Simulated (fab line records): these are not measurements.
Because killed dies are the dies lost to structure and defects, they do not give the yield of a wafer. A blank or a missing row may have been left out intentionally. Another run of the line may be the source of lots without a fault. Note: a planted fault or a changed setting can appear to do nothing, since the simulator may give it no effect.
fab line records | flow berkeley_cmos170
[record] lots = 14 | wafers = 42 | last_day = 11
route steps=331 shown NSD@195
lots that met no fault: from a run of the same line without faults
start_h: start of the lot's first displayed wafer, in hours after the record's first day | wait_h: hours from the lot's prior step to this one | " repeats the value in the row above | L1.1+2: one row covering several wafers at once | - value missing, or start not given | * or withheld: withheld | < > ~ a bound
route shown NAME@n: NAME is a module with steps in the file, n the number in the route of the first one | usual: mean/standard deviation of fault-free wafers | same: alike in all rows | chamber/n: place in a boat | sites: readings site by site | _std_site: the values' standard deviation | _edge_site: mean of outer sites minus mean of inner sites | radius_mm: for every site, how far away it sits from the centre of the wafer | mask NAME#n: copy n | behind: the tool/chamber that last shaped the wafer | hold: reason for holding the lot/hours on hold/outcome of the hold | device: names the non-switching transistor (n, p or np) | end of line: tests of these same wafers at the route's end | where a step has no rows: the recipe by itself | killed: the dies lost at the first sort to structure and to defects; this is not the yield of the wafer | map: dies across one wafer; x = killed, . = not, _ = none there
set.NAME: the run value of the setting; set.NAME@STEP: its run value at that earlier step | model.NAME: the simulator's own value behind a step, which no gauge read
one table for each step of the route and one row for each wafer, over a sample of lots
services: when a tool's chamber went out of use (start_h, in hours from the record's first day, below 0 if earlier), for how many hours, and the reason
[[steps]]
[step UCB170_NSD_IMPLANT_08]
[recipe] species = P | dose_cm2 = 3e+15 | energy_kev = 40 | tilt_deg = 7
[usual] dose_ions_cm2 = 3e+15/3.5e+12 | end_station_pressure_torr = 1.25e-05/6e-07 | faraday_current_uA = 9263/200
lot.wafer | tool         | chamber | start_h | wait_h | dose_ions_cm2 | end_station_pressure_torr | faraday_current_uA
L899.3    | implanter-01 | 0       | 128.87  | 0.1    | 3e+15         | 1.28e-05                  | 9058
L899.5    | "            | 0       | "       | "      | 2.998e+15     | 1.23e-05                  | 9077
L899.6    | "            | 0       | "       | "      | 3.001e+15     | 1.38e-05                  | 9557
L898.1    | implanter-04 | 0       | 132.97  | 0.0    | 2.998e+15     | 1.16e-05                  | 9185
L898.2    | "            | 0       | "       | "      | 3.003e+15     | 1.32e-05                  | 9507
L898.3    | "            | 0       | "       | "      | 3.002e+15     | 1.35e-05                  | 9332
L902.1    | implanter-02 | 0       | 163.71  | 0.0    | 2.995e+15     | 1.31e-05                  | 9017
L902.2    | "            | 0       | "       | "      | 2.996e+15     | 1.32e-05                  | 9159
L902.5    | "            | 0       | "       | "      | 3e+15         | 1.17e-05                  | 8963
L901.3    | implanter-04 | 0       | 163.90  | 0.1    | 3.001e+15     | 1.28e-05                  | 8980
L901.4    | "            | 0       | "       | "      | 3.001e+15     | 1.29e-05                  | 9223
L901.5    | "            | 0       | "       | "      | 2.992e+15     | 1.1e-05                   | 9368
L904.1    | implanter-02 | 0       | 163.92  | 0.0    | 2.999e+15     | 1.27e-05                  | 8936
L904.2    | "            | 0       | "       | "      | 3e+15         | 1.36e-05                  | 9556
L904.5    | "            | 0       | "       | "      | 2.998e+15     | 1.26e-05                  | 9192
L906.2    | implanter-04 | 0       | 173.74  | 0.0    | 2.993e+15     | 1.25e-05                  | 9447
L906.5    | "            | 0       | "       | "      | 2.997e+15     | 1.25e-05                  | 9104
L906.6    | "            | 0       | "       | "      | 2.996e+15     | 1.29e-05                  | 9226
L910.2    | implanter-02 | 0       | 174.02  | 0.0    | 3.004e+15     | 1.27e-05                  | 9190
L910.3    | "            | 0       | "       | "      | 3.002e+15     | 1.25e-05                  | 9219
L910.4    | "            | 0       | "       | "      | 3.004e+15     | 1.21e-05                  | 9475
L908.1    | implanter-01 | 0       | 174.27  | 0.0    | 2.999e+15     | 1.3e-05                   | 9391
L908.3    | "            | 0       | "       | "      | 3e+15         | 1.19e-05                  | 9400
L908.4    | "            | 0       | "       | "      | 3e+15         | 1.21e-05                  | 9299
L905.1    | implanter-02 | 0       | 174.45  | 0.0    | 2.994e+15     | 1.24e-05                  | 9402
L905.5    | "            | 0       | "       | "      | 2.998e+15     | 1.24e-05                  | 9007
L905.6    | "            | 0       | "       | "      | 3.002e+15     | 1.19e-05                  | 9157
L911.2    | implanter-02 | 0       | 193.35  | 0.0    | 1.197e+15     | 8.2e-06                   | 3735
L911.4    | "            | 0       | "       | "      | 1.201e+15     | 7.8e-06                   | 3729
L911.6    | "            | 0       | "       | "      | 1.195e+15     | 7.7e-06                   | 3760
L909.1    | implanter-02 | 0       | 193.60  | 0.0    | 1.199e+15     | 7.7e-06                   | 3912
L909.4    | "            | 0       | "       | "      | 1.2e+15       | 7.3e-06                   | 3777
L909.6    | "            | 0       | "       | "      | 1.2e+15       | 8e-06                     | 3807
L914.3    | implanter-04 | 0       | 214.68  | 0.1    | 2.995e+15     | 1.34e-05                  | 9414
L914.4    | "            | 0       | "       | "      | 2.993e+15     | 1.35e-05                  | 9244
L914.5    | "            | 0       | "       | "      | 2.994e+15     | 1.35e-05                  | 9469
L913.2    | implanter-04 | 0       | 214.93  | 0.0    | 3.002e+15     | 1.17e-05                  | 9645
L913.4    | "            | 0       | "       | "      | 2.998e+15     | 1.4e-05                   | 9773
L913.6    | "            | 0       | "       | "      | 3.002e+15     | 1.21e-05                  | 8879
L921.3    | implanter-01 | 0       | 238.50  | 0.1    | 2.997e+15     | 1.21e-05                  | 9221
L921.5    | "            | 0       | "       | "      | 2.997e+15     | 1.12e-05                  | 9676
L921.6    | "            | 0       | "       | "      | 3.001e+15     | 1.26e-05                  | 9237
[step UCB170_NSD_STRIP_09]
[recipe] chemistry = O2 | power_w = 400 | pressure_mtorr = 3500 | platen_temp_c = withheld | o2_flow_sccm = 400 | overash_fraction = 0.5
[usual] drypump_motor_current_A = 5.6/0.36 | oes_product_au = 0.534/0.0045 | strip_time_to_endpoint_s = 35.84/0.073
lot.wafer | tool            | chamber | start_h | wait_h | drypump_motor_current_A | oes_product_au | rf_hours_counter_h | strip_time_to_endpoint_s
L899.3    | plasma_asher-02 | 0       | 129.00  | 0.1    | 5.3                     | 0.533          | -                  | 35.78
L899.5    | "               | 1       | "       | "      | 5.2                     | 0.540          | -                  | 35.91
L899.6    | "               | 0       | "       | "      | 5.3                     | 0.535          | -                  | 35.87
L898.1    | plasma_asher-03 | 0       | 133.12  | 0.1    | 6.1                     | 0.537          | 35                 | 35.89
L898.2    | "               | 1       | "       | "      | 5.7                     | 0.541          | 35                 | 35.89
L898.3    | "               | 1       | "       | "      | 5.7                     | 0.538          | -                  | 35.87
L902.1    | plasma_asher-02 | 1       | 163.86  | 0.1    | 5.2                     | 0.535          | 46                 | 35.95
L902.2    | "               | 0       | "       | "      | 5.3                     | 0.534          | 46                 | 35.88
L902.5    | "               | 0       | "       | "      | 5.3                     | 0.529          | -                  | 35.94
L901.3    | plasma_asher-04 | 0       | 164.03  | 0.1    | 6.1                     | 0.533          | -                  | 35.81
L901.4    | "               | 1       | "       | "      | 5.9                     | 0.532          | -                  | 35.79
L901.5    | "               | 1       | "       | "      | 5.8                     | 0.526          | -                  | 35.81
L904.1    | plasma_asher-02 | 1       | 164.07  | 0.1    | 5.3                     | 0.546          | 46                 | 35.68
L904.2    | "               | 0       | "       | "      | 5.3                     | 0.540          | 46                 | 35.73
L904.5    | "               | 0       | "       | "      | 5.3                     | 0.539          | -                  | 35.77
L906.2    | plasma_asher-04 | 1       | 173.87  | 0.1    | 5.9                     | 0.535          | 49                 | 35.86
L906.5    | "               | 1       | "       | "      | 5.8                     | 0.540          | -                  | 35.79
L906.6    | "               | 0       | "       | "      | 6.0                     | 0.546          | -                  | 35.90
L910.2    | plasma_asher-04 | 0       | 174.14  | 0.1    | 6.1                     | 0.523          | 49                 | 35.84
L910.3    | "               | 1       | "       | "      | 5.8                     | 0.534          | -                  | 35.90
L910.4    | "               | 0       | "       | "      | 6.1                     | 0.540          | -                  | 35.92
L908.1    | plasma_asher-03 | 0       | 174.42  | 0.1    | 6.1                     | 0.533          | 40                 | 35.70
L908.3    | "               | 1       | "       | "      | 5.7                     | 0.531          | -                  | 35.76
L908.4    | "               | 0       | "       | "      | 6.1                     | 0.535          | -                  | 35.75
L905.1    | plasma_asher-02 | 1       | 174.60  | 0.1    | 5.3                     | 0.536          | 47                 | 35.85
L905.5    | "               | 0       | "       | "      | 5.3                     | 0.532          | -                  | 35.82
L905.6    | "               | 1       | "       | "      | 5.2                     | 0.537          | -                  | 35.81
L911.2    | plasma_asher-02 | 1       | 193.47  | 0.1    | 5.3                     | 0.627          | 49                 | 27.85
L911.4    | "               | 0       | "       | "      | 5.3                     | 0.620          | -                  | 27.87
L911.6    | "               | 0       | "       | "      | 5.3                     | 0.619          | -                  | 27.85
L909.1    | plasma_asher-02 | 1       | 193.75  | 0.1    | 5.2                     | 0.621          | 49                 | 27.90
L909.4    | "               | 0       | "       | "      | 5.3                     | 0.621          | -                  | 27.89
L909.6    | "               | 0       | "       | "      | 5.3                     | 0.615          | -                  | 27.94
L914.3    | plasma_asher-03 | 1       | 214.82  | 0.1    | 5.7                     | 0.533          | -                  | 35.87
L914.4    | "               | 0       | "       | "      | 6.1                     | 0.533          | -                  | 35.82
L914.5    | "               | 0       | "       | "      | 6.1                     | 0.528          | -                  | 35.90
L913.2    | plasma_asher-04 | 0       | 215.06  | 0.1    | 6.0                     | 0.542          | 53                 | 35.83
L913.4    | "               | 0       | "       | "      | 6.0                     | 0.539          | -                  | 35.83
L913.6    | "               | 0       | "       | "      | 6.0                     | 0.535          | -                  | 35.86
L921.3    | plasma_asher-02 | 0       | 238.64  | 0.1    | 5.3                     | 0.530          | -                  | 35.81
L921.5    | "               | 1       | "       | "      | 5.2                     | 0.536          | -                  | 35.84
L921.6    | "               | 0       | "       | "      | 5.3                     | 0.530          | -                  | 35.88
[step UCB170_NSD_TW_MEAS_10]
[usual] NSD_TW = 4217/34
lot.wafer | tool          | chamber | start_h | wait_h | NSD_TW
L899.3    | film_metro-01 | -       | 129.09  | 0.1    | 4170
L899.5    | "             | -       | "       | "      | 4219
L899.6    | "             | -       | "       | "      | 4203
L898.1    | film_metro-04 | -       | 133.22  | 0.1    | 4166
L898.2    | "             | -       | "       | "      | 4166
L898.3    | "             | -       | "       | "      | 4165
L902.1    | film_metro-01 | -       | 163.96  | 0.1    | 4232
L902.2    | "             | -       | "       | "      | 4237
L902.5    | "             | -       | "       | "      | 4245
L901.3    | film_metro-04 | -       | 164.12  | 0.1    | 4149
L901.4    | "             | -       | "       | "      | 4165
L901.5    | "             | -       | "       | "      | 4183
L904.1    | film_metro-01 | -       | 164.17  | 0.1    | 4204
L904.2    | "             | -       | "       | "      | 4226
L904.5    | "             | -       | "       | "      | 4213
L906.2    | film_metro-01 | -       | 173.98  | 0.1    | 4234
L906.5    | "             | -       | "       | "      | 4201
L906.6    | "             | -       | "       | "      | 4231
L910.2    | film_metro-01 | -       | 174.25  | 0.1    | 4229
L910.3    | "             | -       | "       | "      | 4228
L910.4    | "             | -       | "       | "      | 4224
L908.1    | film_metro-04 | -       | 174.52  | 0.1    | 4190
L908.3    | "             | -       | "       | "      | 4195
L908.4    | "             | -       | "       | "      | 4166
L905.1    | film_metro-03 | -       | 174.70  | 0.1    | 4220
L905.5    | "             | -       | "       | "      | 4259
L905.6    | "             | -       | "       | "      | 4250
L911.2    | film_metro-01 | -       | 193.58  | 0.1    | 3697
L911.4    | "             | -       | "       | "      | 3695
L911.6    | "             | -       | "       | "      | 3727
L909.1    | film_metro-04 | -       | 193.85  | 0.1    | 3682
L909.4    | "             | -       | "       | "      | 3674
L909.6    | "             | -       | "       | "      | 3657
L914.3    | film_metro-01 | -       | 214.90  | 0.1    | 4239
L914.4    | "             | -       | "       | "      | 4222
L914.5    | "             | -       | "       | "      | 4245
L913.2    | film_metro-01 | -       | 215.17  | 0.1    | 4256
L913.4    | "             | -       | "       | "      | 4238
L913.6    | "             | -       | "       | "      | 4231
L921.3    | film_metro-04 | -       | 238.72  | 0.1    | 4201
L921.5    | "             | -       | "       | "      | 4187
L921.6    | "             | -       | "       | "      | 4195
[step UCB170_SDANNEAL_RS_MEAS_03]
[recipe] thk_meas_gauge = four-point-probe
[usual] NSD_RS = 37.31/0.11
lot.wafer | tool          | chamber | start_h | wait_h | NSD_RS[ohm/sq]
L899.3    | film_metro-01 | -       | 130.31  | 0.1    | 37.33
L899.5    | "             | -       | "       | "      | 37.26
L899.6    | "             | -       | "       | "      | 37.27
L898.1    | film_metro-04 | -       | 134.92  | 0.1    | 37.15
L898.2    | "             | -       | "       | "      | 37.19
L898.3    | "             | -       | "       | "      | 37.19
L902.1    | film_metro-03 | -       | 165.68  | 0.1    | 37.21
L902.2    | "             | -       | "       | "      | 37.17
L902.5    | "             | -       | "       | "      | 37.23
L904.1    | film_metro-04 | -       | 166.10  | 0.1    | 37.45
L904.2    | "             | -       | "       | "      | 37.46
L904.5    | "             | -       | "       | "      | 37.30
L901.3    | film_metro-03 | -       | 166.59  | 0.1    | 37.34
L901.4    | "             | -       | "       | "      | 37.27
L901.5    | "             | -       | "       | "      | 37.17
L906.2    | film_metro-04 | -       | 175.31  | 0.1    | 37.51
L906.5    | "             | -       | "       | "      | 37.44
L906.6    | "             | -       | "       | "      | 37.39
L910.2    | film_metro-01 | -       | 175.66  | 0.1    | 37.23
L910.3    | "             | -       | "       | "      | 37.17
L910.4    | "             | -       | "       | "      | 37.27
L908.1    | film_metro-03 | -       | 175.84  | 0.1    | 37.46
L908.3    | "             | -       | "       | "      | 37.42
L908.4    | "             | -       | "       | "      | 37.44
L905.1    | film_metro-04 | -       | 176.19  | 0.1    | 37.36
L905.5    | "             | -       | "       | "      | 37.41
L905.6    | "             | -       | "       | "      | 37.39
L911.2    | film_metro-01 | -       | 194.80  | 0.1    | 69.02
L911.4    | "             | -       | "       | "      | 68.58
L911.6    | "             | -       | "       | "      | 68.73
L909.1    | film_metro-03 | -       | 195.50  | 0.1    | 68.51
L909.4    | "             | -       | "       | "      | 68.83
L909.6    | "             | -       | "       | "      | 68.90
L914.3    | film_metro-04 | -       | 216.31  | 0.1    | 37.29
L914.4    | "             | -       | "       | "      | 37.27
L914.5    | "             | -       | "       | "      | 37.35
L913.2    | film_metro-01 | -       | 216.81  | 0.1    | 37.18
L913.4    | "             | -       | "       | "      | 37.19
L913.6    | "             | -       | "       | "      | 37.15
L921.3    | film_metro-04 | -       | 240.32  | 0.1    | 37.15
L921.5    | "             | -       | "       | "      | 37.14
L921.6    | "             | -       | "       | "      | 37.14
[[services]]
tool            | chamber | start_h | hours | kind
implanter-04    | -       | 133.16  | 4.0   | repair
plasma_asher-03 | -       | 190.59  | 2.2   | repair
implanter-01    | -       | 190.81  | 8.7   | pm
plasma_asher-04 | -       | 208.72  | 2.0   | repair
implanter-01    | -       | 209.54  | 3.0   | repair
plasma_asher-03 | -       | 216.96  | 1.2   | repair
[[key]]
[first_sign] step = UCB170_NSD_IMPLANT_08 | reading = dose_ions_cm2 | direction = down | sigmas = 99+ | usual = 3e+15 | struck = 1.199e+15
[effect] step = UCB170_NSD_IMPLANT_08 | reading = faraday_current_uA | direction = down | sigmas = 28 | usual = 9263 | struck = 3787
[effect] step = UCB170_NSD_STRIP_09 | reading = strip_time_to_endpoint_s | direction = down | sigmas = 99+ | usual = * | struck = *
[effect] step = UCB170_NSD_TW_MEAS_10 | reading = NSD_TW | direction = down | sigmas = 16 | usual = 4217 | struck = 3689
[effect] step = UCB170_SDANNEAL_RS_MEAS_03 | reading = NSD_RS | direction = up | sigmas = 99+ | usual = 37.31 | struck = 68.76
met_at UCB170_NSD_IMPLANT_08
struck_lots L909,L911
tester_left_out L909,L911
[fault] kind = process_parameter_drift | tool = implanter-02 | chamber = - | onset_h = 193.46 | steps = UCB170_NSD_IMPLANT_08 | channel = dose_cm2 | offset = -1.8e+15 | shape = step | end_h = 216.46 | acts_in = these_recipes_only | stated = 3e+15
// tester_left_out: of these lots the tester's yield and bins aren't shown, on N5 and GAA mostly nor the transistor test; their killed dies are dies lost to structure and defects alone, not to doping, threshold or leakage, so they don't give the yield
